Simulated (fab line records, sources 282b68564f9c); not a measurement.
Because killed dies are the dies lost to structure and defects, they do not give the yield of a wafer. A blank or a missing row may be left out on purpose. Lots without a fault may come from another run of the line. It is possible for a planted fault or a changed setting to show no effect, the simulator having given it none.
Struck lot and sound lot, side by side :: flow rit_cmos :: 19 steps out of a route of 202
Sound: wafers L213.1, L213.4, L213.6. The struck wafers were L203.1, L203.2, L203.5. At the end, the cause is stated.
At each step with rows: each side's tool, then ch and its chambers, then its first start. Under that, the readings that differ: sound wafers :: struck wafers :: difference of the means :: sigmas: that difference in standard deviations of wafers without a fault.
alike: same words and numbers on both sides, and readings whose means sit less than 2 such deviations apart. not compared: any withheld reading, any reading some wafer has no value for, any bound like >300 that may hide the same value, and any number with overlapping values for which the record gives no deviation.
A row with sigmas, a row that says differs or no value, or rows on one side alone: a step with any of these is where the two part. When numbers do not overlap yet have no deviation, they are printed without sigmas and do not part them. Lack of a reading on every wafer of one side parts them only where that side has two or more wafers.

RIT_GATE_STRIP_20: strips in O2, time 180 s.
  sound on plasma_asher-02 ch 0, day 5 21:58; struck on plasma_asher-01 ch 0,1, day 3 18:17
  alike: drypump_motor_current_A
  not compared: rf_hours_counter_h
RIT_GATE_CD_MEAS_90: target cd 150 nm.
  sound on cd_sem-02 at day 5 22:08; struck on cd_sem-02 at day 3 18:27
  alike: cd_nm
then, 4 steps without rows for these wafers: RIT_REOX_CLEAN_00 (cleans in SC1, time 600 s); RIT_REOX_CLEAN_01 (cleans in dHF, time 30 s); RIT_REOX_CLEAN_02 (cleans in SC2, time 600 s); RIT_REOX_OXIDATION_03 (target thk 25.2 nm, ox time 5580 s).
RIT_REOX_THK_MEAS_04:
  sound on film_metro-03 at day 6 01:11; struck on film_metro-04 at day 3 21:31
  alike: REOX_OXIDE_THK
then, 5 steps without rows for these wafers: RIT_NLDD_HMDS_00 (prime time 60 s); RIT_NLDD_COAT_01 (resist thk 1000 nm); RIT_NLDD_SOFTBAKE_02 (time 60 s); RIT_NLDD_EXPOSE_03 (exposes mask M7, target cd 40700 nm); RIT_NLDD_PEB_04.
RIT_NLDD_DEVELOP_05: develop time 50 s.
  sound on litho_track-01 ch 0, day 6 02:00; struck on litho_track-04 ch 0, day 3 22:00
  alike: resist_line_temp_C
RIT_NLDD_OVL_MEAS_06:
  sound on overlay-01 at day 6 02:13; struck on overlay-01 at day 3 22:35
  alike: NLDD_OVL
then, 2 steps without rows for these wafers: RIT_NLDD_HARDBAKE_07 (time 60 s); RIT_NLDD_IMPLANT_08.
RIT_NLDD_STRIP_09: strips in O2, time 180 s.
  sound on plasma_asher-01 ch 0, day 6 02:33; struck on plasma_asher-03 ch 0,1, day 3 22:55
  alike: drypump_motor_current_A
  not compared: rf_hours_counter_h
RIT_NLDD_TW_MEAS_10:
  sound on film_metro-04 at day 6 02:43; struck on film_metro-02 at day 3 23:06
reading: NLDD_TW
sound: 2481 2486 2500
struck: 30 30 30
difference: -2459
sigmas: -99 or more
then, 1 step without rows for these wafers: RIT_PLDD_HMDS_00 (prime time 60 s).

## WHERE THEY PART
Only at RIT_NLDD_TW_MEAS_10, within this record.

WHY: whatever the simulator had introduced
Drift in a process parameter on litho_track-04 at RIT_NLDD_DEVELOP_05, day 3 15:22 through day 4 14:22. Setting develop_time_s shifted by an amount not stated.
